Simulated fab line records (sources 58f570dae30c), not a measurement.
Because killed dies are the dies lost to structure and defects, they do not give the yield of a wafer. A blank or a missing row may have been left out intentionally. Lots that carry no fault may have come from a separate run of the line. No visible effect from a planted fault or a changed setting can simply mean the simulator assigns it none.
What tool caused it? :: flow berkeley_cmos170 :: Sampling: 6 lots, 18 wafers, 3 of 331 route steps

== WHAT THE GAUGES SHOWED, per wafer ==
UCB170_M2_RS_MEAS_02: uses a four-point probe to measure.
lot: L161
measured: day 8 21:48
on: film_metro-01
M2_AL_RS (ohm/sq): 0.032 0.03201 0.03228

lot: L164
measured: day 9 22:32
on: film_metro-01
M2_AL_RS (ohm/sq): 0.03263 0.03257 0.0323

lot: L165
measured: day 10 20:09
on: film_metro-04
M2_AL_RS (ohm/sq): 0.03206 0.03175 0.03192

lot: L169
measured: day 11 13:23
on: film_metro-02
M2_AL_RS (ohm/sq): 0.03227 0.03225 0.03218

lot: L172
measured: day 11 13:04
on: film_metro-01
M2_AL_RS (ohm/sq): 0.03177 0.03177 0.03171

lot: L179
measured: day 12 22:36
on: film_metro-01
M2_AL_RS (ohm/sq): 0.03214 0.03209 0.03189

== EACH LOT AND THE TOOL THAT RAN IT (in order: tool; ch and the chambers of the sampled wafers; start) ==
lot: L161
UCB170_NWELL_ETCH_13: rie_diel-03 ch 0,1,2, day 2 16:10
UCB170_M2_SPUTTER_01: pvd_sputter-02, day 8 21:42

lot: L164
UCB170_NWELL_ETCH_13: rie_diel-02 ch 0,3, day 3 15:14
UCB170_M2_SPUTTER_01: pvd_sputter-04, day 9 22:25

lot: L165
UCB170_NWELL_ETCH_13: rie_diel-03 ch 0,2,3, day 4 00:22
UCB170_M2_SPUTTER_01: pvd_sputter-03, day 10 20:04

lot: L169
UCB170_NWELL_ETCH_13: rie_diel-02 ch 1,2,3, day 5 06:22
UCB170_M2_SPUTTER_01: pvd_sputter-02, day 11 13:16

lot: L172
UCB170_NWELL_ETCH_13: rie_diel-01 ch 0,3, day 5 14:38
UCB170_M2_SPUTTER_01: pvd_sputter-02, day 11 12:59

lot: L179
UCB170_NWELL_ETCH_13: rie_diel-03 ch 1,3, day 6 07:41
UCB170_M2_SPUTTER_01: pvd_sputter-04, day 12 22:31
- UCB170_NWELL_ETCH_13: etches Si3N4 in CH3F/Ar/O2, stops on SiO2, target depth 246.4 nm, time 154 s.
- UCB170_M2_SPUTTER_01: material Al, target thk 900 nm, time 120 s.

== THE ANSWER, worked out from the rows above alone ==
Rule: the usual values come from the lots themselves. The widest of any qualifying gaps counts: lots, ordered by their means at a reading, are off when they make up no more than a third of the lots, leave a main group of 4 or more, and stand apart from it by 3 or more times the standard deviation of that group's means. If all means in a main group match to the digits the tables above print for the reading, that group is not used. Also off: a lot with no number at a reading for which 4 or more lots have one. The other lots that the step has rows for count as sound.
None of the lots is off at any reading shown; this tells nothing.

== WHAT THE SIMULATOR PUT IN ==
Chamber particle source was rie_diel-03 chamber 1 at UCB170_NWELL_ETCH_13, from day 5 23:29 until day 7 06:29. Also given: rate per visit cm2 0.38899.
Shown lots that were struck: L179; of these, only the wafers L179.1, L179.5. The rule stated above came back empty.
